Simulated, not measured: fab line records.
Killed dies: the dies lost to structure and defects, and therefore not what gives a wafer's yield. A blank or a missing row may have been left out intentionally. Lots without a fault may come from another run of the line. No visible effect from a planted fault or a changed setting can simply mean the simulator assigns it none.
A lot that was struck, set against a sound lot | flow rit-cmos | 15 steps out of a route of 202
Sound: the wafers L989.1, L989.2, L989.6. Struck: wafers L999.3, L999.6. (L999.5 of the same lot was not struck and is left out.) The cause comes at the end.
At each step with rows: each side's tool, then ch and its chambers, then its first start. Under that, the readings that differ: sound wafers | struck wafers | difference of the means | sigmas: that difference in standard deviations of wafers without a fault.
alike: readings whose means differ by less than 2 such deviations, and words and numbers that are the same on both sides. not compared: withheld readings, readings that some wafer has no value for, bounds like >300 that may hide the same value, and numbers for which the record gives no deviation and whose values overlap.
A row with sigmas, a row that says differs or no value, or rows on one side alone: a step with any of these is where the two part. Numbers that have no deviation but don't overlap get no sigmas and don't part them. A reading missing from all wafers of one side parts the sides only when that side holds two or more wafers.

RIT_SILICIDE_RTA_06: time 10 s, ramp up 5 s, ramp down 10 s.
  sound on rtp-anneal-02 ch 0, day 4 22:17; struck on rtp-anneal-02 ch 0, day 6 19:32
  alike: wafer_temp_C_max
RIT_CONTACT_CVD_00: deposits SiO2 from TEOS, target thk 400 nm, time 61 s.
  sound on pecvd-03 ch 1,2, day 4 22:21; struck on pecvd-02 ch 0,2, day 6 19:35
  alike: heater-power-w
RIT_CONTACT_THK_MEAS_01:
  struck on film-metro-01, day 6 19:39; sound on film-metro-02, day 4 22:24
  alike: CONTACT_TEOS_THK
then, 6 steps without rows for these wafers: RIT_CONTACT_HMDS_02 (prime time 60 s); RIT_CONTACT_COAT_03 (resist thk 1000 nm); RIT_CONTACT_SOFTBAKE_04 (time 60 s); RIT_CONTACT_EXPOSE_05 (exposes mask M11, target cd 1000 nm); RIT_CONTACT_PEB_06; RIT_CONTACT_DEVELOP_07 (develop time 120 s).
RIT_CONTACT_CD_MEAS_08: the cd target is 1000 nm.
  struck on cd-sem-02, day 6 20:48; sound on cd-sem-02, day 4 23:33
  reading    | sound             | struck        | difference | sigmas
  cd-nm (nm) | 997.9 998.5 999.1 | 1004.1 1005.3 | +6.2       | +3
RIT_CONTACT_OVL_MEAS_09:
  struck on overlay-01, day 6 20:53; sound on overlay-02, day 4 23:40
  alike: CONTACT_OVL
then, 1 step without rows for these wafers: RIT_CONTACT_HARDBAKE_10 (time 60 s).
RIT_CONTACT_ETCH_11: etches SiO2 in CHF3/CF4/Ar, stops on TiSi2, target depth 480 nm, time 320 s.
  sound on rie-diel-01 ch 1,2,3, day 4 23:51; struck on rie-diel-01 ch 0, day 6 21:04
  reading                                      | sound             | struck      | difference | sigmas
  model.NOVOLAK_of_CONTACT_COAT_03.thk-nm (nm) | 766.1 767.2 766.6 | 757.1 757.1 | -9.5       |
  alike: drypump-motor-current-A, oes-product-au, throttle-valve-pct
  not compared: rf-hours-counter-h
RIT_CONTACT_STRIP_12: strips in O2, time 180 s.
  sound on plasma-asher-03 ch 0,1, day 5 00:03; struck on plasma-asher-04 ch 1, day 6 21:19
  alike: drypump-motor-current-A
  not compared: rf-hours-counter-h
RIT_M1_PROBE_99:
  struck on prober-02, day 7 02:10; sound on prober-01, day 5 04:51
  reading                                    | sound                        | struck            | difference | sigmas
  killed-at-front-end                        | 3 7 7                        | 8 16              | +6         | +2
  killed-dies                                | 3 7 7                        | 8 16              | +6         | +2
  killed-open                                | 1 0 4                        | 4 10              | +5         | +3
  model.etest.nmos_0p15.junction-log10-a-um  | -13.68 -13.6 -13.8           | -12.92 -13.1      | +0.68      |
  model.etest.nmos-narrow.off-log10-a-um     | -13.16 -13.31 -13.24         | -12.87 -13.01     | +0.30      |
  model.etest.gate-end-array.leak-log10-a-um | -12.95 -13.03 -13.03         | -12.66 -12.73     | +0.31      |
  model.etest.nmos_0p3.off-log10-a-um        | -13.17 -13.15 -13.16         | -12.82 -12.89     | +0.30      |
  model.etest.pmos_0p15.junction-log10-a-um  | -13.88 -13.7 -13.87          | -13.66 -13.6      | +0.19      |
  model.etest.antenna-contact.vt-shift-v (V) | -0.008678 -0.01023 -0.009652 | -0.01594 -0.02022 | -0.00856   |
  alike: killed_at_M0_to_M3, killed-short

## WHERE THEY PART
Earliest at RIT_CONTACT_CD_MEAS_08; latest, in this record, at RIT_M1_PROBE_99.

WHY: whatever the simulator had introduced
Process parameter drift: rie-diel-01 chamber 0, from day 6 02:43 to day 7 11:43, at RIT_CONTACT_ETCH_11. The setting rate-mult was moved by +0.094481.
